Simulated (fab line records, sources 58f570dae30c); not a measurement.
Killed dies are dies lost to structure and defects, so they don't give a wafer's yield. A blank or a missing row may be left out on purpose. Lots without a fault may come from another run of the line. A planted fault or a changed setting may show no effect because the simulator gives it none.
Chamber matching | flow berkeley_cmos170 | UCB170_CONTACT_CLEAN_07 on wet_bench-02: 4 sister chambers
The step cleans in SPM, time 600 s. 4 wafers are shown with their chamber, then 8 later ones without.

WAFERS WITH THEIR CHAMBER
wafer  | chamber | bath_heat_duty_pct (%)
L216.6 | 3       | 14.4
L228.6 | 1       | 15.4
L229.5 | 2       | 11.8
L230.1 | 0       | 15.2

WAFERS WITHOUT THEIR CHAMBER
wafer  | bath_heat_duty_pct (%)
L230.3 | 12.8
L230.5 | 12.5
L233.2 | 15.0
L233.3 | 12.4
L233.5 | 13.2
L231.3 | 14.2
L231.4 | 14.9
L231.5 | 16.0

WHICH CHAMBER EACH WENT THROUGH
wafer  | from the rows above               | in truth
L230.3 | can't be placed: 2 or 3           | 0
L230.5 | can't be placed: 2 or 3           | 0
L233.2 | can't be placed: 0 or 1 or 3      | 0
L233.3 | 2                                 | 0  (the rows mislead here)
L233.5 | can't be placed: 3 or 2 or 0 or 1 | 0
L231.3 | can't be placed: 3 or 0 or 1      | 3
L231.4 | can't be placed: 0 or 1 or 3      | 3
L231.5 | can't be placed: 1 or 0 or 3      | 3
Placed correctly: 0 of 8. Can't be placed from these rows: 7 (the true chamber is among the candidates in 5). Placed wrongly: 1.
How it was worked out, from the rows above alone: a wafer's distance from a chamber is the root of the sum, over the readings, of the square of ((its reading less the chamber's mean) divided by the reading's scatter). The wafer belongs to the nearest chamber; if the next one is less than 2 further off, it can't be placed. A chamber's mean is the mean of its shown wafers. The scatter: with one shown wafer a chamber, the root of the mean of the squares of how far each hidden wafer lies from its nearest shown one.
